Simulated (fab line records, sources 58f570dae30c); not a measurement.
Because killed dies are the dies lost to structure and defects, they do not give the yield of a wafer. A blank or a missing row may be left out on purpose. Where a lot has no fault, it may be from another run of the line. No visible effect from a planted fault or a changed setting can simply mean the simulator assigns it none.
Check of tool commonality ; flow berkeley cmos170 ; 42 wafers sampled across 14 lots

## WHAT PROMPTED THE OPENING
Flagged at UCB170_GATE_CD_MEAS_12: reading cd nm, on 2 of 14 lots. Fault-free wafers read 350.3 nm, with a standard deviation of 1.4.
Rule: a lot is flagged when every wafer of it that has a number lies more than 4 standard deviations from that mean, or none has a number. The rest of the lots are taken to be sound.

lot;measured;on;cd nm (nm), wafer by wafer;flag
L224;day 5 23:50;cd sem-01;353.4 352.0 349.8;
L223;day 6 00:00;cd sem-02;350.5 349.9 350.4;
L226;day 6 06:05;cd sem-01;350.4 349.4 349.8;
L225;day 6 06:19;cd sem-01;347.7 348.6 350.5;
L227;day 6 13:29;cd sem-02;351.5 351.2 350.3;
L228;day 6 13:40;cd sem-02;348.7 348.9 347.4;
L229;day 6 13:54;cd sem-02;349.1 349.9 349.5;
L232;day 7 14:56;cd sem-02;351.8 350.6 351.3;
L233;day 8 02:34;cd sem-01;364.0 364.0 365.5;FLAGGED
L235;day 8 11:20;cd sem-02;360.6 360.6 360.7;FLAGGED
L242;day 10 05:21;cd sem-01;348.6 348.6 349.6;
L243;day 10 05:34;cd sem-01;351.0 351.7 350.7;
L245;day 10 09:31;cd sem-02;350.8 350.7 351.9;
L246;day 11 00:55;cd sem-02;350.1 352.4 350.5;
The mean of the flagged lots' numbers is 362.6 nm, +12.3 nm from the usual (+9 standard deviations).

## EACH LOT AND THE TOOL IT RAN ON
The record keeps 1 process step preceding the reading, out of 331 steps on the route. In each cell: the tool, then ch and the chambers that the sampled wafers went through, then the start.
lot;flag;UCB170_GATE_SOFTBAKE_08
L224;;litho track-04 ch 0, day 5 22:00
L223;;litho track-03 ch 0, day 5 22:00
L226;;litho track-01 ch 0, day 6 05:00
L225;;litho track-03 ch 0, day 6 05:00
L227;;litho track-04 ch 0, day 6 12:00
L228;;litho track-03 ch 0, day 6 12:00
L229;;litho track-01 ch 0, day 6 13:00
L232;;litho track-03 ch 0, day 7 14:00
L233;FLAGGED;litho track-03 ch 0, day 8 01:00
L235;FLAGGED;litho track-03 ch 0, day 8 10:00
L242;;litho track-04 ch 0, day 10 04:00
L243;;litho track-01 ch 0, day 10 04:00
L245;;litho track-04 ch 0, day 10 08:00
L246;;litho track-04 ch 0, day 11 00:00
What the steps here do:
- UCB170_GATE_SOFTBAKE_08: time 60 s.
- UCB170_GATE_CD_MEAS_12: target cd 350 nm.

## FLAGGED OVER TOTAL, TOOL BY TOOL (the gauges that took the reading come last)
step;tool;lots run;flagged;share of the flagged lots;sound lots run after its first flagged lot
UCB170_GATE_SOFTBAKE_08;litho track-01;3;0;none;-
UCB170_GATE_SOFTBAKE_08;litho track-03;6;2;all;0
UCB170_GATE_SOFTBAKE_08;litho track-04;5;0;none;-
UCB170_GATE_CD_MEAS_12;cd sem-01;6;1;some;2 (L242,L243)
UCB170_GATE_CD_MEAS_12;cd sem-02;8;1;some;2 (L245,L246)

## WHAT THE TABLE ALLOWS
1 row of the table ran every flagged lot: litho track-03 at UCB170_GATE_SOFTBAKE_08.
- litho track-03 at UCB170_GATE_SOFTBAKE_08 ran 6 lots, 2 of them flagged. A fault beginning between L232 (day 7 14:00), its last sound lot, and L233 (day 8 01:00), its first flagged one, fits the data. Its own readings lie more than 4 standard deviations out on every wafer of the flagged lots: heater power total W, plate temp C.
Just one tool remains: litho track-03 at UCB170_GATE_SOFTBAKE_08.

## WHAT THE SIMULATOR HAD PUT IN
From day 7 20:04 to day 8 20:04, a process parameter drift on litho track-03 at UCB170_GATE_SOFTBAKE_08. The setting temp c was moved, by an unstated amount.
Struck lots among those shown: L233, L235. The rule above reached the same finding.
